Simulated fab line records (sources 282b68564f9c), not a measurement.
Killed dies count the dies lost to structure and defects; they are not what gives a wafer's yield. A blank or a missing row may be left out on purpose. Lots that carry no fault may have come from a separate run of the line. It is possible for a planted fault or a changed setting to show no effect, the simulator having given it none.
Struck lot and sound lot, side by side    flow rit-cmos    44 out of 202 route steps
Sound: these wafers, L492.3, L492.5, L492.6. Struck: wafers L505.1, L505.5, L505.6. The cause is named last.
At each step with rows: each side's tool, then ch and its chambers, then its first start. Under that, the readings that differ: sound wafers    struck wafers    difference of the means    sigmas: that difference in standard deviations of wafers without a fault.
alike: readings whose means differ by less than 2 such deviations, and words and numbers that are the same on both sides. not compared: withheld readings, readings that some wafer has no value for, bounds like >300 that may hide the same value, and numbers for which the record gives no deviation and whose values overlap.
The two part at a step that has a row with sigmas, a row that says differs or no value, or rows on one side only. Non-overlapping numbers with no deviation appear without sigmas and do not part them. Lack of a reading on every wafer of one side parts them only where that side has two or more wafers.

first, 2 steps without rows for these wafers: RIT_NLDD_HARDBAKE_07 (time 60 s); RIT_NLDD_IMPLANT_08.
RIT_NLDD_STRIP_09: strips in O2, time 180 s.
  sound on plasma-asher-02 ch 0,1, day 3 10:30; struck on plasma-asher-02 ch 0,1, day 6 02:13
  alike: chamber-pressure-mTorr, drypump-motor-current-A
  not compared: rf-hours-counter-h
RIT_NLDD_TW_MEAS_10:
  struck on film-metro-04, day 6 02:24; sound on film-metro-03, day 3 10:38
  alike: NLDD_TW
then, 6 steps without rows for these wafers: RIT_PLDD_HMDS_00 (prime time 60 s); RIT_PLDD_COAT_01 (resist thk 1000 nm); RIT_PLDD_SOFTBAKE_02 (time 60 s); RIT_PLDD_EXPOSE_03 (exposes mask M8, target cd 40900 nm); RIT_PLDD_PEB_04; RIT_PLDD_DEVELOP_05 (develop time 50 s).
RIT_PLDD_OVL_MEAS_06:
  struck on overlay-01, day 6 03:20; sound on overlay-02, day 3 11:32
  alike: PLDD_OVL
then, 1 step without rows for these wafers: RIT_PLDD_HARDBAKE_07 (time 60 s).
RIT_PLDD_IMPLANT_08:
  sound on implanter-03 ch 0, day 3 11:58; struck on implanter-03 ch 0, day 6 03:31
reading             sound                          struck                        difference  sigmas
dose-ions-cm2       8.995e+14 9.013e+14 8.993e+14  9.708e+14 9.689e+14 9.69e+14  +6.953e+13  +80
faraday-current-uA  2894 2827 2792                 2999 2971 3062                +173        +3
  alike: beam-energy-keV
RIT_PLDD_STRIP_09: strips in O2, time 180 s.
  sound on plasma-asher-02 ch 0,1, day 3 12:08; struck on plasma-asher-02 ch 0,1, day 6 03:40
  alike: chamber-pressure-mTorr, drypump-motor-current-A
  not compared: rf-hours-counter-h
RIT_PLDD_TW_MEAS_10:
  struck on film-metro-02, day 6 03:51; sound on film-metro-03, day 3 12:16
reading  sound           struck          difference  sigmas
PLDD_TW  2378 2373 2366  2410 2419 2412  +41         +4
then, 4 steps without rows for these wafers: RIT_SPACER_CLEAN_00 (cleans in SC1, time 600 s); RIT_SPACER_CLEAN_01 (cleans in dHF, time 30 s); RIT_SPACER_CLEAN_02 (cleans in SC2, time 600 s); RIT_SPACER_CVD_03 (deposits Si3N4 from SiH2Cl2/NH3, target thk 250 nm, time 3300 s).
RIT_SPACER_THK_MEAS_04:
  struck on film-metro-01, day 6 06:11; sound on film-metro-03, day 3 14:37
  alike: SPACER_NITRIDE_THK
RIT_SPACER_ETCHBACK_05: etches Si3N4 in SF6/CHF3, stops on SiO2, target depth 250 nm, time 240 s.
  sound on rie-diel-01 ch 0,2,3, day 3 14:39; struck on rie-diel-01 ch 2,3, day 6 06:15
  alike: chamber-pressure-mTorr, drypump-motor-current-A, oes-product-au, throttle-valve-pct
  not compared: rf-hours-counter-h
then, 6 steps without rows for these wafers: RIT_NSD_HMDS_00 (prime time 60 s); RIT_NSD_COAT_01 (resist thk 1000 nm); RIT_NSD_SOFTBAKE_02 (time 60 s); RIT_NSD_EXPOSE_03 (exposes mask M9, target cd 40700 nm); RIT_NSD_PEB_04; RIT_NSD_DEVELOP_05 (develop time 50 s).
RIT_NSD_OVL_MEAS_06:
  struck on overlay-02, day 6 07:22; sound on overlay-01, day 3 15:40
  alike: NSD_OVL
then, 2 steps without rows for these wafers: RIT_NSD_HARDBAKE_07 (time 60 s); RIT_NSD_IMPLANT_08.
RIT_NSD_STRIP_09: strips in O2, time 180 s.
  sound on plasma-asher-01 ch 0,1, day 3 16:02; struck on plasma-asher-04 ch 0,1, day 6 07:43
  alike: chamber-pressure-mTorr, drypump-motor-current-A
  not compared: rf-hours-counter-h
RIT_NSD_TW_MEAS_10:
  struck on film-metro-04, day 6 07:53; sound on film-metro-04, day 3 16:11
  alike: NSD_TW
then, 6 steps without rows for these wafers: RIT_PSD_HMDS_00 (prime time 60 s); RIT_PSD_COAT_01 (resist thk 1000 nm); RIT_PSD_SOFTBAKE_02 (time 60 s); RIT_PSD_EXPOSE_03 (exposes mask M10, target cd 40900 nm); RIT_PSD_PEB_04; RIT_PSD_DEVELOP_05 (develop time 50 s).
RIT_PSD_OVL_MEAS_06:
  struck on overlay-01, day 6 08:47; sound on overlay-01, day 3 17:40
  alike: PSD_OVL
then, 2 steps without rows for these wafers: RIT_PSD_HARDBAKE_07 (time 60 s); RIT_PSD_IMPLANT_08.
RIT_PSD_STRIP_09: strips in O2, time 180 s.
  sound on plasma-asher-02 ch 0,1, day 3 18:08; struck on plasma-asher-01 ch 0,1, day 6 09:08
  alike: chamber-pressure-mTorr, drypump-motor-current-A
  not compared: rf-hours-counter-h
RIT_SDANNEAL_RS_MEAS_06: a four-point-probe measurement.
  struck on film-metro-04, day 6 10:02; sound on film-metro-02, day 3 19:11
reading           sound              struck             difference  sigmas
PLDD_RS (ohm/sq)  177.8 178.2 177.8  172.3 172.1 172.1  -5.8        -10
RIT_M1_PROBE_99:
  struck on prober-01, day 6 17:17; sound on prober-02, day 4 02:23
  alike: killed-at-contacts, killed-at-front-end, killed-dies, killed-open, killed-short

WHERE THEY PART
Last at RIT_SDANNEAL_RS_MEAS_06 as far as this record goes, first at RIT_PLDD_IMPLANT_08. Later steps at which nothing parts them and some readings are alike: RIT_M1_PROBE_99.

WHY: the cause the simulator had injected
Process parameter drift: implanter-03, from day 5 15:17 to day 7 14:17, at RIT_PLDD_IMPLANT_08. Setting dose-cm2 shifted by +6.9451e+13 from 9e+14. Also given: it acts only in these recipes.
